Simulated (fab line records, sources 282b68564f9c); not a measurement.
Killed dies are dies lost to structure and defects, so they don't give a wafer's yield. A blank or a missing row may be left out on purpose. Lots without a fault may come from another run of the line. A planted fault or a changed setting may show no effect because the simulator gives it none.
fab line records | flow rit_cmos
record lots=14 wafers=42 last_day=7
route steps=202 shown M1@192
lots that met no fault: from a run of the same line without faults
start_h: hours from the record's first day to the start of the lot's first wafer shown | wait_h: hours since the lot's step before | " the same as in the row above | L1.1+2: a row that stands for several wafers | - no value, or no start given | * or withheld: withheld | < > ~ a bound
route shown NAME@n: a module of which the file shows steps, and the number in the route of the first | usual: mean/standard deviation of fault-free wafers | same: alike in all rows | chamber/n: place in a boat | sites: the reading at each site | _std_site: their standard deviation | _edge_site: outer sites' mean less inner sites' | radius_mm: how far each site lies from the wafer's centre | mask NAME#n: copy n | behind: the tool/chamber that last shaped the wafer | hold: why the lot was held/for how many hours/how that ended | device: the transistor (n, p or np) that didn't switch | end of line: the same wafers' tests at the end of the route | a step without rows: its recipe alone | killed: dies lost to structure and defects at the first sort, not the wafer's yield | map: a wafer's dies, x killed, . not, _ none there
set.NAME: the setting as run; set.NAME@STEP: as run at that earlier step | model.NAME: the simulator's own value behind a step, which no gauge read
steps of the route over a sample of lots; a table a step, a row a wafer
## steps
# step RIT_M1_DEVELOP_08
# recipe resist=NOVOLAK develop_time_s=68.94 dev_temp_c=23
# usual developer_temp_C=22.99/0.1 exhaust_pa=45.0/0.85
# columns lot.wafer tool chamber start_h wait_h developer_temp_C exhaust_pa
L974.2 litho_track-04 0 55 - 23.15 44.9
L974.3 " 0 " " 23.09 44.6
L974.4 " 0 " " 22.92 45.2
L976.1 litho_track-02 0 65 - 22.85 45.3
L976.2 " 0 " " 22.93 45.2
L976.5 " 0 " " 22.98 46.3
L977.1 litho_track-04 0 69 - 22.98 44.8
L977.3 " 0 " " 23.03 45.7
L977.4 " 0 " " 22.79 44.7
L978.2 litho_track-02 0 75 - 22.91 43.7
L978.4 " 0 " " 23.00 45.4
L978.5 " 0 " " 23.01 45.7
L982.1 litho_track-04 0 95 - 22.11 44.0
L982.2 " 0 " " 22.26 43.7
L982.5 " 0 " " 22.04 44.0
L984.1 litho_track-04 0 106 - 22.24 44.5
L984.3 " 0 " " 22.20 43.7
L984.6 " 0 " " 22.21 44.9
L989.2 litho_track-01 0 133 - 23.18 45.5
L989.3 " 0 " " 23.04 44.5
L989.6 " 0 " " 23.31 46.1
L990.1 litho_track-02 0 135 - 22.99 45.6
L990.3 " 0 " " 22.87 45.2
L990.6 " 0 " " 22.92 45.1
L991.1 litho_track-01 0 141 - 23.02 44.7
L991.2 " 0 " " 23.02 44.9
L991.6 " 0 " " 22.86 44.7
L992.2 litho_track-02 0 150 - 23.02 46.2
L992.3 " 0 " " 22.85 45.7
L992.5 " 0 " " 22.94 44.2
L994.4 litho_track-02 0 154 - 22.84 44.8
L994.5 " 0 " " 22.87 44.0
L994.6 " 0 " " 22.90 44.0
L995.1 litho_track-01 0 159 - 23.13 44.8
L995.5 " 0 160 - 23.17 45.9
L995.6 " 0 " " 23.11 44.6
L996.2 litho_track-01 0 163 - 22.96 44.4
L996.5 " 0 164 - 23.01 44.4
L996.6 " 0 " " 23.13 45.5
L997.1 litho_track-04 0 170 - 22.99 45.7
L997.2 " 0 " " 22.97 45.9
L997.3 " 0 " " 22.95 44.6
# step RIT_M1_PROBE_99
# usual defect_limited_yield=97.4/1.2 killed_at_contacts=0.1/0.24 killed_at_front_end=7/3.1 killed_dies=7/3.1 killed_on_rim=1.7/1.4 killed_open=3.6/2.1 killed_short=3.2/2 sort_bin_3_pad_short=0.1/0.2 sort_bin_5_function=1.4/0.8 sort_bin_6_memory=1.0/0.72 sort_n_pass=257/3.1 sort_yield_pct=97.4/1.2
# same gross_dies=264 killed_at_M0_to_M3=0 killed_at_M4_up=0 killed_at_back_side=0 killed_at_other=0
# columns lot.wafer tool chamber start_h wait_h defect_limited_yield[%] killed_at_contacts killed_at_front_end killed_dies killed_on_rim killed_open killed_short sort_bin_3_pad_short[%] sort_bin_5_function[%] sort_bin_6_memory[%] sort_n_pass sort_yield_pct[%]
L974.2 prober-02 - 57.98 0.1 98.1 0 5 5 2 1 4 0 1.1 0.8 259 98.1
L974.3 prober-02 - 58.03 0.2 95.8 0 11 11 6 7 4 0 2.7 1.5 253 95.8
L974.4 prober-02 - 58.08 0.2 97.0 0 8 8 2 5 3 0 1.5 1.5 256 97.0
L976.1 prober-02 - 69.36 0.1 97.3 0 7 7 4 4 3 0 1.9 0.8 257 97.3
L976.2 prober-02 - 69.41 0.1 98.5 0 4 4 1 2 2 0 0.8 0.8 260 98.5
L976.5 prober-02 - 69.56 0.2 97.7 0 6 6 1 4 2 0 2.3 0 258 97.7
L977.1 prober-01 - 72.03 0.1 98.5 0 4 4 1 2 2 0.4 0.8 0.4 260 98.5
L977.3 prober-01 - 72.13 0.2 96.2 0 10 10 1 8 2 0.4 2.3 1.1 254 96.2
L977.4 prober-01 - 72.18 0.2 96.6 0 9 9 2 5 4 0 2.3 1.1 255 96.6
L978.2 prober-02 - 78.51 0.1 97.7 0 6 6 1 2 4 0.8 1.1 0.4 258 97.7
L978.4 prober-02 - 78.61 0.2 98.5 0 4 4 0 3 1 0 1.1 0.4 260 98.5
L978.5 prober-02 - 78.66 0.2 95.1 0 13 13 6 8 5 0 2.7 2.3 251 95.1
L982.1 prober-02 - 98.10 0.1 98.9 0 3 3 0 3 0 0 0.8 0.4 261 98.9
L982.2 prober-02 - 98.15 0.1 99.2 0 2 2 0 2 0 0 0 0.8 262 99.2
L982.5 prober-02 - 98.30 0.2 97.3 0 7 7 2 7 0 0 1.9 0.8 257 97.3
L984.1 prober-02 - 110.12 0.1 97.3 0 7 7 1 4 3 0.4 1.1 1.1 257 97.3
L984.3 prober-02 - 110.22 0.2 96.2 0 10 10 2 6 4 0 2.3 1.5 254 96.2
L984.6 prober-02 - 110.37 0.2 98.1 0 5 5 2 2 3 0 0 1.9 259 98.1
L989.2 prober-01 - 136.33 0.1 97.7 0 6 6 3 5 1 0 1.5 0.8 258 97.7
L989.3 prober-01 - 136.38 0.2 98.5 0 4 4 1 2 2 0 1.1 0.4 260 98.5
L989.6 prober-01 - 136.53 0.2 95.8 0 11 11 2 7 4 0.4 1.1 2.7 253 95.8
L990.1 prober-02 - 138.42 0.1 98.5 0 4 4 0 2 2 0.4 0.8 0.4 260 98.5
L990.3 prober-02 - 138.52 0.2 98.5 0 4 4 2 2 2 0 0.8 0.8 260 98.5
L990.6 prober-02 - 138.67 0.2 97.7 0 6 6 1 4 2 0 1.5 0.8 258 97.7
L991.1 prober-01 - 144.29 0.1 97.7 0 6 6 0 1 5 0.4 1.1 0.8 258 97.7
L991.2 prober-01 - 144.34 0.1 97.7 0 6 6 1 2 4 0 1.9 0.4 258 97.7
L991.6 prober-01 - 144.54 0.2 98.5 0 4 4 0 3 1 0.4 0.8 0.4 260 98.5
L992.2 prober-02 - 153.07 0.1 96.6 0 9 9 2 5 4 0.4 1.9 1.1 255 96.6
L992.3 prober-02 - 153.12 0.2 96.6 0 9 9 0 2 7 0 1.9 1.5 255 96.6
L992.5 prober-02 - 153.22 0.2 97.7 0 6 6 2 3 3 0.4 1.9 0 258 97.7
L994.4 prober-02 - 157.63 0.2 98.1 0 5 5 2 2 3 0 1.9 0 259 98.1
L994.5 prober-02 - 157.68 0.2 97.3 0 7 7 2 3 4 0 1.5 1.1 257 97.3
L994.6 prober-02 - 157.73 0.2 96.2 0 10 10 0 5 5 0 2.7 1.1 254 96.2
L995.1 prober-01 - 162.78 0.1 98.9 0 3 3 0 2 1 0 0.8 0.4 261 98.9
L995.5 prober-01 - 162.98 0.2 98.1 0 5 5 2 1 4 0.4 1.1 0.4 259 98.1
L995.6 prober-01 - 163.03 0.2 97.3 0 7 7 1 5 2 0.4 1.9 0.4 257 97.3
L996.2 prober-02 - 167.14 0.1 99.2 0 2 2 0 2 0 0 0.8 0 262 99.2
L996.5 prober-02 - 167.29 0.2 97.7 1 5 6 0 1 5 0 1.1 1.1 258 97.7
L996.6 prober-02 - 167.34 0.2 97.0 0 8 8 1 6 2 0 1.9 1.1 256 97.0
L997.1 prober-01 - 172.86 0.1 97.0 0 8 8 2 5 3 0.4 1.9 0.8 256 97.0
L997.2 prober-01 - 172.91 0.1 95.1 0 13 13 5 4 9 0.8 2.3 1.9 251 95.1
L997.3 prober-01 - 172.96 0.2 95.8 0 11 11 2 8 3 0 1.5 2.7 253 95.8
# killed by level:class
L974.2 FOX1:geometric_particle:short=1 FOX1:geometric_particle:open=1 GATE:geometric_particle:short=1 SPACER:geometric_particle:short=1 SILICIDE:geometric_particle:short=1
L974.3 GATE:geometric_particle:short=4 FOX2:geometric_particle:open=3 GATE:geometric_particle:open=3 SPACER:geometric_particle:open=1
L974.4 GATE:geometric_particle:open=2 FOX1:geometric_particle:open=1 FOX2:geometric_particle:short=1 GATE:geometric_particle:short=1 REOX:geometric_particle:open=1 SPACER:geometric_particle:short=1 SILICIDE:geometric_particle:open=1
L976.1 GATE:geometric_particle:open=2 FOX1:geometric_particle:short=1 FOX1:geometric_particle:open=1 FOX2:geometric_particle:short=1 GATE:geometric_particle:short=1 SILICIDE:geometric_particle:open=1
L976.2 FOX2:geometric_particle:open=2 REOX:geometric_particle:short=1 SILICIDE:geometric_particle:short=1
L976.5 GATE:geometric_particle:open=3 GATE:geometric_particle:short=2 FOX1:geometric_particle:open=1
L977.1 GATE:geometric_particle:open=1 REOX:geometric_particle:open=1 REOX:geometric_particle:short=1 SPACER:geometric_particle:short=1
L977.3 SPACER:geometric_particle:open=3 GATE:geometric_particle:open=2 FOX1:geometric_particle:open=1 FOX1:geometric_particle:short=1 FOX2:geometric_particle:open=1 REOX:geometric_particle:open=1 SPACER:geometric_particle:short=1
L977.4 GATE:geometric_particle:open=4 GATE:geometric_particle:short=2 SPACER:geometric_particle:short=2 REOX:geometric_particle:open=1
L978.2 FOX1:geometric_particle:short=1 FOX2:geometric_particle:short=1 FOX2:geometric_particle:open=1 REOX:geometric_particle:short=1 SPACER:geometric_particle:open=1 SILICIDE:geometric_particle:short=1
L978.4 FOX2:geometric_particle:open=1 GATE:geometric_particle:short=1 GATE:geometric_particle:open=1 SPACER:geometric_particle:open=1
L978.5 GATE:geometric_particle:open=5 FOX2:geometric_particle:short=2 REOX:geometric_particle:open=2 FOX2:geometric_particle:open=1 GATE:geometric_particle:short=1 REOX:geometric_particle:short=1 SPACER:geometric_particle:short=1
L982.1 GATE:geometric_particle:open=3
L982.2 GATE:geometric_particle:open=1 SILICIDE:geometric_particle:open=1
L982.5 FOX1:geometric_particle:open=3 GATE:geometric_particle:open=3 SILICIDE:geometric_particle:open=1
L984.1 GATE:geometric_particle:short=2 FOX1:geometric_particle:open=1 GATE:geometric_particle:open=1 REOX:geometric_particle:open=1 SPACER:geometric_particle:short=1 SILICIDE:geometric_particle:open=1
L984.3 FOX2:geometric_particle:short=2 GATE:geometric_particle:open=2 SILICIDE:geometric_particle:open=2 FOX1:geometric_particle:open=1 FOX2:geometric_particle:open=1 GATE:geometric_particle:short=1 SILICIDE:geometric_particle:short=1
L984.6 GATE:geometric_particle:short=3 SPACER:geometric_particle:open=1 SILICIDE:geometric_particle:open=1
L989.2 GATE:geometric_particle:open=3 SPACER:geometric_particle:open=2 REOX:geometric_particle:short=1
L989.3 GATE:geometric_particle:open=1 GATE:geometric_particle:short=1 REOX:geometric_particle:short=1 REOX:geometric_particle:open=1
L989.6 GATE:geometric_particle:open=4 GATE:geometric_particle:short=2 REOX:geometric_particle:short=2 REOX:geometric_particle:open=2 SILICIDE:geometric_particle:open=1
L990.1 GATE:geometric_particle:short=1 GATE:geometric_particle:open=1 REOX:geometric_particle:short=1 REOX:geometric_particle:open=1
L990.3 SPACER:geometric_particle:open=2 REOX:geometric_particle:short=1 SPACER:geometric_particle:short=1
L990.6 REOX:geometric_particle:open=2 FOX2:geometric_particle:open=1 GATE:geometric_particle:open=1 GATE:geometric_particle:short=1 REOX:geometric_particle:short=1
L991.1 GATE:geometric_particle:short=2 FOX2:geometric_particle:short=1 GATE:geometric_particle:open=1 REOX:geometric_particle:short=1 SILICIDE:geometric_particle:short=1
L991.2 FOX2:geometric_particle:open=2 GATE:geometric_particle:short=2 FOX1:geometric_particle:short=1 SPACER:geometric_particle:short=1
L991.6 FOX2:geometric_particle:open=1 REOX:geometric_particle:short=1 REOX:geometric_particle:open=1 SPACER:geometric_particle:open=1
L992.2 SPACER:geometric_particle:open=3 GATE:geometric_particle:short=2 REOX:geometric_particle:short=2 FOX1:geometric_particle:open=1 REOX:geometric_particle:open=1
L992.3 REOX:geometric_particle:short=5 FOX2:geometric_particle:open=1 GATE:geometric_particle:short=1 GATE:geometric_particle:open=1 SPACER:geometric_particle:short=1
L992.5 FOX1:geometric_particle:short=2 FOX1:geometric_particle:open=1 REOX:geometric_particle:open=1 REOX:geometric_particle:short=1 SILICIDE:geometric_particle:open=1
L994.4 GATE:geometric_particle:short=3 GATE:geometric_particle:open=2
L994.5 GATE:geometric_particle:short=2 REOX:geometric_particle:open=2 FOX1:geometric_particle:short=1 GATE:geometric_particle:open=1 SILICIDE:geometric_particle:short=1
L994.6 FOX1:geometric_particle:short=4 GATE:geometric_particle:open=2 FOX1:geometric_particle:open=1 GATE:geometric_particle:short=1 REOX:geometric_particle:open=1 SPACER:geometric_particle:open=1
L995.1 GATE:geometric_particle:open=2 GATE:geometric_particle:short=1
L995.5 GATE:geometric_particle:short=3 FOX2:geometric_particle:open=1 FOX2:geometric_particle:short=1
L995.6 GATE:geometric_particle:open=2 GATE:geometric_particle:short=2 SPACER:geometric_particle:open=2 FOX2:geometric_particle:open=1
L996.2 GATE:geometric_particle:open=2
L996.5 GATE:geometric_particle:short=3 FOX1:geometric_particle:short=1 SPACER:geometric_particle:short=1 CONTACT:geometric_particle:open=1
L996.6 GATE:geometric_particle:open=5 GATE:geometric_particle:short=2 FOX1:geometric_particle:open=1
L997.1 GATE:geometric_particle:short=3 SPACER:geometric_particle:open=2 FOX1:geometric_particle:open=1 REOX:geometric_particle:open=1 SILICIDE:geometric_particle:open=1
L997.2 FOX1:geometric_particle:short=3 REOX:geometric_particle:open=3 REOX:geometric_particle:short=3 SPACER:geometric_particle:short=2 FOX1:geometric_particle:open=1 FOX2:geometric_particle:short=1
L997.3 GATE:geometric_particle:open=3 SPACER:geometric_particle:open=3 REOX:geometric_particle:short=1 REOX:geometric_particle:open=1 SPACER:geometric_particle:short=1 SILICIDE:geometric_particle:open=1 SILICIDE:geometric_particle:short=1
## key
first_sign step=RIT_M1_DEVELOP_08 reading=developer_temp_C direction=down sigmas=7.9 usual=* struck=*
effect none on later readings
met_at RIT_M1_DEVELOP_08
struck_lots L982,L984
loop_trim step=RIT_M1_EXPOSE_06 setting=dose lots=L984
onset_between 69 95
fault kind=process_parameter_drift tool=litho_track-04 chamber=- onset_h=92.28 steps=RIT_M1_DEVELOP_08 channel=dev_temp_c offset=* shape=step end_h=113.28 acts_in=* stated=*
# loop_trim: a control loop set the setting to another value than it would have without faults
